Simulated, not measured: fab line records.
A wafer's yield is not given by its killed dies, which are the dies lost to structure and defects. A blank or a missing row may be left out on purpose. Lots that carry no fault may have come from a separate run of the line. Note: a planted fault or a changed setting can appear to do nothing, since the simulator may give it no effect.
What tool caused it? + flow berkeley cmos170 + Sampling: 13 lots, 39 wafers, 5 of 331 route steps

== WHAT THE GAUGES SHOWED, per wafer ==
UCB170_GATE_THK_MEAS_05.
| lot  | measured     | on            | GATE_POLY_THK (nm) |
|------|--------------|---------------|--------------------|
| L675 | day 7 03:17  | film metro-04 | 215.4 215.3 213.8  |
| L676 | day 7 03:18  | film metro-03 | 214.6 215.5 214.8  |
| L681 | day 8 05:55  | film metro-03 | 215.9 215.0 215.6  |
| L678 | day 8 05:56  | film metro-01 | 216.2 216.6 218.2  |
| L677 | day 8 05:58  | film metro-03 | 212.1 209.7 209.7  |
| L682 | day 8 05:59  | film metro-04 | 211.9 212.7 214.8  |
| L684 | day 9 16:26  | film metro-03 | 212.5 212.6 213.4  |
| L691 | day 10 08:02 | film metro-03 | 214.9 213.6 212.6  |
| L692 | day 10 21:02 | film metro-03 | 212.8 213.7 212.4  |
| L695 | day 11 01:05 | film metro-01 | 217.3 218.7 217.1  |
| L696 | day 11 01:05 | film metro-03 | 217.6 217.8 219.4  |
| L697 | day 12 01:06 | film metro-04 | 216.0 219.1 217.2  |
| L698 | day 12 07:26 | film metro-03 | 213.4 214.4 215.1  |

UCB170_GATE_OVL_MEAS_13.
| lot  | measured     | on         | GATE_OVL (nm) |
|------|--------------|------------|---------------|
| L675 | day 7 05:05  | overlay-01 | 3 13 3        |
| L676 | day 7 04:47  | overlay-02 | 0 8 -1        |
| L681 | day 8 07:16  | overlay-02 | 14 1 6        |
| L678 | day 8 07:33  | overlay-01 | 4 1 -1        |
| L677 | day 8 08:23  | overlay-01 | -3 -5 2       |
| L682 | day 8 08:02  | overlay-02 | -2 5 5        |
| L684 | day 9 17:53  | overlay-01 | -10 0 -3      |
| L691 | day 10 10:15 | overlay-01 | 1 9 6         |
| L692 | day 10 22:14 | overlay-02 | 1 -2 -3       |
| L695 | day 11 03:58 | overlay-02 | -6 0 9        |
| L696 | day 11 03:26 | overlay-02 | 2 0 9         |
| L697 | day 12 02:44 | overlay-01 | 2 -3 0        |
| L698 | day 12 09:09 | overlay-02 | 0 -3 4        |

UCB170_PLDD_OVL_MEAS_07.
| lot  | measured     | on         | PLDD_OVL (nm) |
|------|--------------|------------|---------------|
| L675 | day 7 07:02  | overlay-01 | -1 -5 -2      |
| L676 | day 7 06:42  | overlay-01 | -3 -1 -7      |
| L681 | day 8 10:37  | overlay-01 | -7 -2 -5      |
| L678 | day 8 10:44  | overlay-02 | 6 -4 -7       |
| L677 | day 8 11:27  | overlay-01 | -4 -3 -6      |
| L682 | day 8 11:20  | overlay-02 | 0 -5 2        |
| L684 | day 9 20:50  | overlay-01 | -6 4 -2       |
| L691 | day 10 12:05 | overlay-01 | -2 -3 2       |
| L692 | day 11 04:04 | overlay-02 | 3 -2 6        |
| L695 | day 11 06:37 | overlay-02 | -1 6 0        |
| L696 | day 11 06:20 | overlay-02 | -7 -1 -14     |
| L697 | day 12 05:03 | overlay-01 | 5 -5 9        |
| L698 | day 12 11:02 | overlay-01 | 3 4 6         |

UCB170_SPACER_THK_MEAS_01.
| lot  | measured     | on            | SPACER_TEOS_THK (nm) |
|------|--------------|---------------|----------------------|
| L675 | day 7 11:08  | film metro-02 | 372 374 372          |
| L676 | day 7 10:47  | film metro-01 | 375 382 382          |
| L681 | day 8 14:11  | film metro-01 | 372 381 387          |
| L678 | day 8 14:12  | film metro-02 | 369 374 377          |
| L677 | day 8 14:59  | film metro-04 | 373 372 378          |
| L682 | day 8 15:00  | film metro-02 | 379 385 382          |
| L684 | day 9 23:39  | film metro-02 | 606 370 381          |
| L691 | day 10 14:34 | film metro-01 | 370 365 370          |
| L692 | day 11 07:37 | film metro-01 | 368 370 378          |
| L695 | day 11 10:10 | film metro-04 | 374 384 379          |
| L696 | day 11 09:38 | film metro-02 | 367 367 374          |
| L697 | day 12 09:10 | film metro-02 | 375 381 377          |
| L698 | day 12 13:31 | film metro-04 | 378 381 382          |

== WHICH TOOL RAN EACH LOT (tool, then ch and the chambers of the sampled wafers, then the start) ==
| lot  | UCB170_SPACER_CVD_00            |
|------|---------------------------------|
| L675 | pecvd-03 ch 0,1,2, day 7 11:05  |
| L676 | pecvd-02 ch 0,1,2, day 7 10:44  |
| L681 | pecvd-02 ch 0,2, day 8 14:08    |
| L678 | pecvd-04 ch 1,2, day 8 14:08    |
| L677 | pecvd-03 ch 0,1, day 8 14:56    |
| L682 | pecvd-02 ch 1,2, day 8 14:56    |
| L684 | pecvd-02 ch 0,1,2, day 9 23:36  |
| L691 | pecvd-03 ch 0,2, day 10 14:30   |
| L692 | pecvd-03 ch 0,2, day 11 07:34   |
| L695 | pecvd-03 ch 0,1,2, day 11 10:08 |
| L696 | pecvd-03 ch 0,2, day 11 09:36   |
| L697 | pecvd-03 ch 1,2, day 12 09:07   |
| L698 | pecvd-03 ch 1,2, day 12 13:29   |
- UCB170_SPACER_CVD_00: deposits SiO2 from TEOS/O2, target thk 376 nm, time 47 s.

== AS READ BY THE TOOLS THEMSELVES (means over the sampled wafers that have a number; for cases with no such wafer, the mark the record gives instead) ==
UCB170_SPACER_CVD_00.
| lot  | tool     | heater power w (W) |
|------|----------|--------------------|
| L675 | pecvd-03 | 214                |
| L676 | pecvd-02 | 220                |
| L681 | pecvd-02 | 226                |
| L678 | pecvd-04 | 255                |
| L677 | pecvd-03 | 198                |
| L682 | pecvd-02 | 260                |
| L684 | pecvd-02 | 277                |
| L691 | pecvd-03 | 208                |
| L692 | pecvd-03 | 185                |
| L695 | pecvd-03 | 204                |
| L696 | pecvd-03 | 172                |
| L697 | pecvd-03 | 173                |
| L698 | pecvd-03 | 190                |

== THE ANSWER, worked out from the rows above alone ==
Rule: what is usual is taken from the lots themselves. Put in order of their means at a reading, lots are off if they are a third of the lots or fewer, leave a main group of 4 or more, and stand apart from it by a gap of 3 or more times the standard deviation of the main group's means; of several such gaps the widest counts. A main group whose means are all the same, to the digits that the tables above print for the reading, isn't used. Also off: a lot with no number at a reading for which 4 or more lots have one. Where the step has rows for the other lots, those lots are counted as sound. First the gauges in route order, then the tools' own readings, where a lot's mean is used as printed above. The first step at which some lot is off is used, and at that step the reading that is off furthest; a lot without a number counts as furthest.
Off: L684, at UCB170_SPACER_THK_MEAS_01 (SPACER_TEOS_THK). For the main group the mean is 376 nm and the standard deviation 4.4.
If a tool, at a process step before that reading, ran all the lots that are off and no sound lot after the first of them, it fits. Gauges at UCB170_SPACER_THK_MEAS_01: tried the same way as those tools. One candidate fits, namely pecvd-02 at UCB170_SPACER_CVD_00. A fault onset in the window from L682 (day 8 14:56, its last sound lot) to L684 (day 9 23:36, its first lot off) fits.

== WHAT HAD BEEN PUT IN BY THE SIMULATOR ==
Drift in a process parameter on pecvd-02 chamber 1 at UCB170_SPACER_CVD_00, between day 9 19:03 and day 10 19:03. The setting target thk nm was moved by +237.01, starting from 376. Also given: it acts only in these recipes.
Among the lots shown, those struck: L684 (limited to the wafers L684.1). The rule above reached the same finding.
